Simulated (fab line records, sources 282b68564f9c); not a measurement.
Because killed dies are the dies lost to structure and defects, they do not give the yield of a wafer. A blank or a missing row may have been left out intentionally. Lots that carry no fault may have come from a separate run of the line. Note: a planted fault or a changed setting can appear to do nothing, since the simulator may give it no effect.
Split-lot experiment    flow rit cmos    route with 202 steps; 5 lots, 23 wafers read

## ABOUT THE SPLIT
At RIT_CONTACT_EXPOSE_05 (exposes mask M11, target cd 1000 nm), the setting dose mj was moved away from the recipe's 250 on 11 of the 23 wafers read, by -7.3% to +6.8%. The other wafers ran this setting at the recipe's value.

## FROM THE SPLIT TO THE READING: what the file shows between them, 6 steps
- RIT_CONTACT_PEB_06
- RIT_CONTACT_DEVELOP_07: develop time 120 s
- RIT_CONTACT_CD_MEAS_08: target cd 1000 nm
- RIT_CONTACT_HARDBAKE_10: time 60 s
- RIT_CONTACT_ETCH_11: etches SiO2 in CHF3/CF4/Ar, stops on TiSi2, target depth 480 nm, time 320 s
- RIT_CONTACT_STRIP_12: strips in O2, time 180 s

## THE READING
Shown in nm: cd nm at RIT_CONTACT_CD_MEAS_90, with target cd 1000 nm. On this fab line, fault-free wafers typically give 1000.6 nm with a standard deviation of 3 nm.

wafer   tool, chamber at the split  dose mj as run  against the recipe  cd nm, nm  against lot-mates on the recipe
L074.1  iline stepper-02, 0         266.9           +6.8%               1018.3     +18.7
L074.2  iline stepper-02, 0         250             recipe              998.8      -
L074.3  iline stepper-02, 0         266.9           +6.8%               1016.7     +17.1
L074.4  iline stepper-02, 0         250             recipe              998.9      -
L074.6  iline stepper-02, 0         250             recipe              1001.1     -
L075.2  iline stepper-02, 0         250             recipe              1002.7     -
L075.3  iline stepper-02, 0         250             recipe              1001.9     -
L075.5  iline stepper-02, 0         250             recipe              1003.1     -
L076.1  iline stepper-02, 0         262.1           +4.8%               1009.3     +13.9
L076.3  iline stepper-02, 0         262.1           +4.8%               1011.0     +15.6
L076.4  iline stepper-02, 0         250             recipe              995.6      -
L076.5  iline stepper-02, 0         250             recipe              995.2      -
L076.6  iline stepper-02, 0         262.1           +4.8%               1009.2     +13.8
L077.1  iline stepper-01, 0         250             recipe              1005.2     -
L077.2  iline stepper-01, 0         231.7           -7.3%               983.4      -21.4
L077.3  iline stepper-01, 0         231.7           -7.3%               984.4      -20.4
L077.5  iline stepper-01, 0         250             recipe              1004.3     -
L077.6  iline stepper-01, 0         231.7           -7.3%               985.0      -19.8
L083.1  iline stepper-02, 0         241.8           -3.3%               984.8      -11.1
L083.2  iline stepper-02, 0         250             recipe              996.1      -
L083.4  iline stepper-02, 0         250             recipe              995.7      -
L083.5  iline stepper-02, 0         241.8           -3.3%               983.3      -12.6
L083.6  iline stepper-02, 0         241.8           -3.3%               985.0      -10.9

THE FIT
A straight line over all 23 wafers: cd nm changes by +2.47 nm for each +1% of dose mj; r = +0.93; the points scatter about the line by 4 nm.
The same after taking each lot's own level away (the mean of its wafers on the recipe; 23 wafers): +2.86 nm for each +1%; r = +1.00; scatter 1.2 nm.
According to that fit, moving dose mj by its largest amount changes the reading by 21 nm.
The lots' own levels span 995.40 to 1004.75 nm, that is 3.1 times the standard deviation above.
So the slope is not independent of the lot-to-lot level: the two fits are not the same.
Check: -21.2 nm against its lot-mates is what the line predicts for one of the wafers moved furthest among these (-7.3%) when that wafer is left out of the fit. It came out at -21.4 nm against them.

## ADDITIONAL SPLITS CARRIED BY THESE WAFERS
These wafers also went through other splits before the reading. Each is held against what the fit with the lots' levels taken away leaves over:
other split on the same wafers   wafers away from the commonest value  r with cd nm (lot level and that fit taken away)
RIT_ACTIVE_OXIDATION_01 temp c   10                                    +0.03
RIT_ACTIVE_CVD_03 nh3 flow sccm  10                                    +0.09
RIT_ACTIVE_CLEAN_16 time s       15                                    -0.36
RIT_PWELL_HARDBAKE_07 temp c     6                                     +0.52
RIT_GATE_EXPOSE_13 dose mj       5                                     +0.19
RIT_NLDD_COAT_01 resist thk nm   6                                     +0.30
RIT_NLDD_IMPLANT_08 energy kev   5                                     -0.31
RIT_NSD_IMPLANT_08 dose cm2      9                                     +0.27
RIT_PSD_IMPLANT_08 tilt deg      11                                    -0.02

## THE WHOLE CHAIN: every reading that the file lists as answering this split, in the file's order
step                    what it does                                                                 reading                                                         change (the file's fit)               r (the file's)
RIT_CONTACT_CD_MEAS_08  target cd 1000 nm                                                            cd nm                                                           +2.89 nm for each +1% of the setting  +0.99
RIT_CONTACT_ETCH_11     etches SiO2 in CHF3/CF4/Ar, stops on TiSi2, target depth 480 nm, time 320 s  CONTACT.cd nm (the simulator's own value, which no gauge read)  +2.85 nm for each +1% of the setting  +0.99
RIT_CONTACT_CD_MEAS_90  target cd 1000 nm                                                            cd nm                                                           +2.83 nm for each +1% of the setting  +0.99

## FILE'S OWN FIT
cd nm changes by +2.83 nm for each +1% of dose mj, r = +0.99.
